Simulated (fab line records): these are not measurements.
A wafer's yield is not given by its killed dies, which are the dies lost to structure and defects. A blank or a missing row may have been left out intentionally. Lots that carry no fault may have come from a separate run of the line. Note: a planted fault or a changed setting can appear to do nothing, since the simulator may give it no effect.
fab line records ; flow berkeleyCmos170
[record] lots = 13; wafers = 39; lastDay = 13
route steps=331 shown V1@268
lots with no fault: from the same line, run without faults
startH: start of the lot's first displayed wafer, in hours after the record's first day ; waitH: time in hours since the lot's previous step ; " the same as in the row above ; L1.1+2: one row covering several wafers at once ; - no value, or no start was given ; * or withheld: withheld ; < > ~ a bound
route shown NAME@n: a module of which the file shows steps, and the number in the route of the first ; usual: the fault-free wafers' mean and standard deviation ; same: alike in all rows ; chamber/n: place in a boat ; sites: readings site by site ; _std_site: standard deviation of those values ; _edge_site: outer sites' mean less inner sites' ; radiusMm: how far each site lies from the wafer's centre ; mask NAME#n: copy n ; behind: tool/chamber where the wafer was last shaped ; hold: what put the lot on hold/how long, in hours/how the hold closed ; device: whichever transistor did not switch (one of n, p or np) ; end of line: the same wafers' tests at the end of the route ; for a step that has no rows: nothing shown but its recipe ; killed: at the first sort, the dies lost to defects and structure; wafer yield is something else ; map: a wafer's dies, marking killed ones x, the rest . and places with no die _
set.NAME: setting as actually run; set.NAME@STEP: the setting as run at that earlier step ; model.NAME: the simulator's own value behind a step, which no gauge read
a sample of lots followed through the steps of the route, with each step as a table and each wafer as a row
services: the hour from which a tool's chamber was out of use, counted from the record's first day as startH (under 0 if before that day), plus the number of hours and why
[[steps]]
[step UCB170_V1_ETCH_14]
[recipe] chemistry = CHF3/CF4/Ar; target = SiO2; stopOn = Al; CHF3_flow_sccm = 45; cf4FlowSccm = 15; Ar_flow_sccm = 150; pressureMtorr = 200; rfW = 700; targetDepthA = 12500; overEtchFrac = 0.25; timeS = 296.3
[usual] cf4FlowSccm = 15.00/0.043; chamberPressureMTorr = 200.01/0.2; drypumpMotorCurrentA = 5.8/0.32; oesProductAu = 0.878/0.015; overEtchFrac = 0.25/0; throttleValvePct = 6.95/0.088
lot.wafer;tool;chamber;startH;waitH;cf4FlowSccm;chamberPressureMTorr;drypumpMotorCurrentA;oesProductAu;overEtchFrac;rfHoursCounterH;throttleValvePct
L815.2;rieDiel-04;0;201.37;0.0;15.01;200.05;5.5;0.895;0.25;19;6.85
L815.3;rieDiel-04;1;201.37;0.0;15.08;199.86;6.5;0.886;0.25;69;6.90
L815.6;rieDiel-04;0;201.37;0.0;14.99;199.65;5.5;0.893;0.25;-;6.83
L814.1;rieDiel-03;1;202.51;0.0;14.97;199.96;5.9;0.850;0.25;9;7.05
L814.3;rieDiel-03;0;202.51;0.0;15.06;199.86;6.2;0.867;0.25;21;6.81
L814.5;rieDiel-03;2;202.51;0.0;15.03;199.69;5.7;0.882;0.25;-;7.07
L816.2;rieDiel-04;1;203.80;0.0;15.00;199.99;6.5;0.887;0.25;69;6.89
L816.3;rieDiel-04;3;203.80;0.0;15.04;199.91;6.0;0.851;0.25;45;6.90
L816.4;rieDiel-04;2;203.80;0.0;14.95;200.06;5.7;0.858;0.25;57;6.85
L817.2;rieDiel-04;1;219.77;0.0;14.95;200.12;6.5;0.876;0.25;70;6.87
L817.5;rieDiel-04;1;219.77;0.0;14.85;199.68;6.5;0.887;0.25;-;6.90
L817.6;rieDiel-04;0;219.77;0.0;15.02;200.09;5.6;0.894;0.25;-;6.85
L819.2;rieDiel-04;1;236.34;0.0;15.02;199.98;6.5;0.880;0.25;71;6.88
L819.4;rieDiel-04;3;236.34;0.0;15.04;200.11;6.0;0.870;0.2234;46;6.89
L819.6;rieDiel-04;1;236.34;0.0;14.96;199.86;6.5;0.885;0.25;-;6.90
L821.3;rieDiel-03;0;240.53;0.0;14.99;200.36;6.3;0.874;0.25;23;6.79
L821.5;rieDiel-03;2;240.53;0.0;14.90;200.42;5.7;0.892;0.25;-;7.06
L821.6;rieDiel-03;1;240.53;0.0;14.99;200.06;5.9;0.847;0.25;-;7.05
L825.2;rieDiel-03;3;264.74;0.0;15.00;200.16;5.4;0.863;0.25;18;6.98
L825.3;rieDiel-03;0;264.74;0.0;15.04;200.25;6.2;0.871;0.25;25;6.80
L825.6;rieDiel-03;1;264.74;0.0;14.99;200.00;5.9;0.848;0.25;-;7.05
L830.2;rieDiel-02;1;272.40;0.0;14.95;200.10;5.9;0.902;0.25;14;6.98
L830.5;rieDiel-02;0;272.40;0.0;15.02;200.25;6.2;0.866;0.25;-;6.99
L830.6;rieDiel-02;3;272.40;0.0;15.00;200.15;5.5;0.881;0.25;-;7.04
L829.3;rieDiel-02;2;276.43;0.0;15.00;200.30;5.5;0.904;0.25;25;6.83
L829.5;rieDiel-02;1;276.43;0.0;15.01;199.81;5.9;0.895;0.25;-;6.99
L829.6;rieDiel-02;2;276.43;0.0;14.99;200.18;5.6;0.899;0.25;-;6.86
L835.2;rieDiel-02;1;291.11;0.0;15.03;200.17;5.9;0.896;0.25;14;6.99
L835.3;rieDiel-02;0;291.11;0.0;15.00;199.90;6.2;0.872;0.25;2;7.00
L835.4;rieDiel-02;2;291.11;0.0;14.99;199.87;5.5;0.892;0.25;26;6.86
L832.1;rieDiel-03;2;292.96;0.0;14.97;200.28;5.7;0.882;0.25;10;7.07
L832.3;rieDiel-03;1;292.96;0.0;15.01;199.82;5.9;0.854;0.25;14;7.05
L832.5;rieDiel-03;2;292.96;0.0;14.93;199.73;5.7;0.879;0.25;-;7.06
L834.1;rieDiel-02;1;293.20;0.0;15.02;199.98;5.9;0.897;0.25;15;6.99
L834.4;rieDiel-02;3;293.20;0.0;14.95;199.91;5.5;0.883;0.25;21;7.02
L834.6;rieDiel-02;1;293.20;0.0;15.00;200.16;5.9;0.903;0.25;-;7.00
L837.1;rieDiel-03;2;312.01;0.0;14.94;199.90;5.7;0.883;0.25;11;7.06
L837.4;rieDiel-03;2;312.01;0.0;15.03;199.98;5.7;0.885;0.25;-;7.07
L837.6;rieDiel-03;3;312.01;0.0;15.02;200.24;5.4;0.873;0.25;-;6.98
[[services]]
tool;chamber;startH;hours;kind
rieDiel-02;0;219.88;-;clean
rieDiel-02;0;219.88;15.2;scheduledDown
rieDiel-02;0;219.88;15.2;ventCycle
rieDiel-04;2;253.66;5.6;repair
rieDiel-04;0;265.09;16.5;repair
rieDiel-02;-;304.07;0.6;repair
rieDiel-03;0;307.32;6.7;repair
[[key]]
[firstSign] step = UCB170_V1_ETCH_14; reading = overEtchFrac; direction = down; sigmas = 99+; usual = 0.25; struck = 0.2234
effect none on later readings
metAt UCB170_V1_ETCH_14
struckLots L819
struckWafers L819.4
onsetBetween 203.80 236.34
[fault] kind = processParameterDrift; tool = rieDiel-04; chamber = 3; onsetH = 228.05; steps = UCB170_V1_ETCH_14; channel = overEtchFrac; offset = -0.026595; shape = step; endH = 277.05; actsIn = theseRecipesOnly; stated = 0.25
